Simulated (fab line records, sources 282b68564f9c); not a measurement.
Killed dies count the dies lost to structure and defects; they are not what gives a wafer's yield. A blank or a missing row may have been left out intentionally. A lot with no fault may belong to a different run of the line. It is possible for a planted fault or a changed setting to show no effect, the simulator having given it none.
What tool caused it?	flow rit cmos	15 lots, 45 wafers sampled, at 3 steps of a route of 202

## WHAT EACH GAUGE READ, for each wafer
RIT_PLDD_TW_MEAS_10. Usual: PLDD_TW typically reads 2337, with standard deviation 10.
lot	measured	on	PLDD_TW	flag
L803	day 3 22:02	film metro-03	2322 2324 2334	
L804	day 4 01:43	film metro-03	2336 2345 2343	
L805	day 4 08:56	film metro-02	2317 2317 2311	
L806	day 4 15:44	film metro-03	2340 2348 2333	
L808	day 4 22:36	film metro-01	2328 2336 2342	
L809	day 5 04:18	film metro-01	2338 2326 2339	
L811	day 5 13:10	film metro-02	2342 2331 2338	
L812	day 5 15:38	film metro-03	2335 2340 2335	
L813	day 5 22:31	film metro-02	2345 2347 2349	
L814	day 6 04:32	film metro-02	2345 2347 2341	
L817	day 6 19:32	film metro-03	2353 2339 2333	
L818	day 6 20:33	film metro-01	2202 2213 2215	OFF
L820	day 7 08:40	film metro-03	2225 2221 2206	OFF
L821	day 7 10:49	film metro-02	2207 2218 2210	OFF
L822	day 7 19:36	film metro-02	2334 2345 2346	

RIT_SDANNEAL_RS_MEAS_06: measurement is done with a four-point probe. Usual: PLDD_RS typically reads 178.7 ohm/sq, with standard deviation 0.52.
lot	measured	on	PLDD_RS (ohm/sq)	flag
L803	day 4 04:06	film metro-02	179.4 179.4 179.4	
L804	day 4 08:54	film metro-01	178.6 178.1 178.6	
L805	day 4 15:23	film metro-01	179.0 179.1 178.6	
L806	day 4 22:05	film metro-01	178.5 178.1 178.4	
L808	day 5 05:22	film metro-02	179.0 178.7 178.8	
L809	day 5 11:34	film metro-02	179.6 179.2 179.4	
L811	day 5 19:30	film metro-01	177.8 177.5 177.8	
L812	day 5 22:47	film metro-01	178.4 178.2 178.6	
L813	day 6 05:59	film metro-02	178.0 178.1 179.0	
L814	day 6 10:51	film metro-01	178.8 178.9 179.1	
L817	day 7 01:45	film metro-01	179.0 179.0 178.3	
L818	day 7 03:50	film metro-01	191.2 191.9 191.4	OFF
L820	day 7 14:49	film metro-03	191.8 191.9 193.0	OFF
L821	day 7 18:50	film metro-01	191.8 192.1 192.3	OFF
L822	day 8 01:55	film metro-01	178.9 178.3 179.1	

## WHAT TOOL EACH LOT RAN ON (gives the tool, then ch and the chambers of the sampled wafers, and finally the start)
lot	RIT_PLDD_IMPLANT_08
L803	implanter-03 ch 0, day 3 21:43
L804	implanter-04 ch 0, day 4 01:23
L805	implanter-04 ch 0, day 4 08:38
L806	implanter-04 ch 0, day 4 15:27
L808	implanter-04 ch 0, day 4 22:10
L809	implanter-04 ch 0, day 5 03:59
L811	implanter-03 ch 0, day 5 12:52
L812	implanter-03 ch 0, day 5 15:20
L813	implanter-03 ch 0, day 5 22:12
L814	implanter-03 ch 0, day 6 04:13
L817	implanter-01 ch 0, day 6 19:14
L818	implanter-03 ch 0, day 6 20:13
L820	implanter-03 ch 0, day 7 08:21
L821	implanter-03 ch 0, day 7 10:29
L822	implanter-04 ch 0, day 7 19:17
- RIT_PLDD_IMPLANT_08

## WHAT THE TOOLS THEMSELVES READ (means of the sampled wafers that have a number; where no wafer has one, the mark that the record gives instead)
RIT_PLDD_IMPLANT_08. Usual: beam energy keV 19.999, standard deviation 0.0066; beam on s 9.98 s, standard deviation 0.19.
lot	tool	beam energy keV	beam on s (s)	flag
L803	implanter-03	20.006	10.09	
L804	implanter-04	20.002	9.87	
L805	implanter-04	20.000	10.09	
L806	implanter-04	20.003	10.24	
L808	implanter-04	20.002	9.98	
L809	implanter-04	20.009	9.99	
L811	implanter-03	20.004	10.02	
L812	implanter-03	20.001	10.00	
L813	implanter-03	19.999	9.97	
L814	implanter-03	20.001	9.99	
L817	implanter-01	20.000	9.83	
L818	implanter-03	16.397	10.13	OFF
L820	implanter-03	16.391	10.07	OFF
L821	implanter-03	16.396	9.94	OFF
L822	implanter-04	20.002	9.92	

## THE ANSWER, worked out from the rows above alone
Rule: a lot is off if the mean of its wafers that have a number lies more than 3 standard deviations from the usual mean. A lot without any number at a reading at which 4 lots or more have one is off too. The other lots that the step has rows for count as sound. Order of review: gauges by route order, followed by the tools' own readings, for which a lot's mean as printed above is used. At the first step where some lot is off, the reading lying furthest off is the one used; lots without a number count as furthest.
Off: L818, L820, L821, at RIT_PLDD_TW_MEAS_10 (PLDD_TW).
A tool fits if, at a process step before that reading, it ran every lot that is off, and no sound lot after the first of them. Not tried: the gauges at RIT_PLDD_TW_MEAS_10; whatever is off there is also off at RIT_PLDD_IMPLANT_08, on other tools, and gauge error can't account for it. One candidate fits, namely implanter-03 at RIT_PLDD_IMPLANT_08. A fault onset in the window from L814 (day 6 04:13, its last sound lot) to L818 (day 6 20:13, its first lot off) fits.
On the lots that are off, the tool's own readings at RIT_PLDD_IMPLANT_08 differ by more than 5 times the standard deviation of the sound lots' means, which bears it out; beam energy keV reads 16.395 there versus 20.002 on the sound lots.

## WHAT THE SIMULATOR HAD PUT IN
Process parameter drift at RIT_PLDD_IMPLANT_08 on implanter-03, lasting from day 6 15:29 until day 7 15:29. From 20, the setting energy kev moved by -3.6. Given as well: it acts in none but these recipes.
Lots struck among those shown: L818, L820, L821. The rule given above showed the same thing.
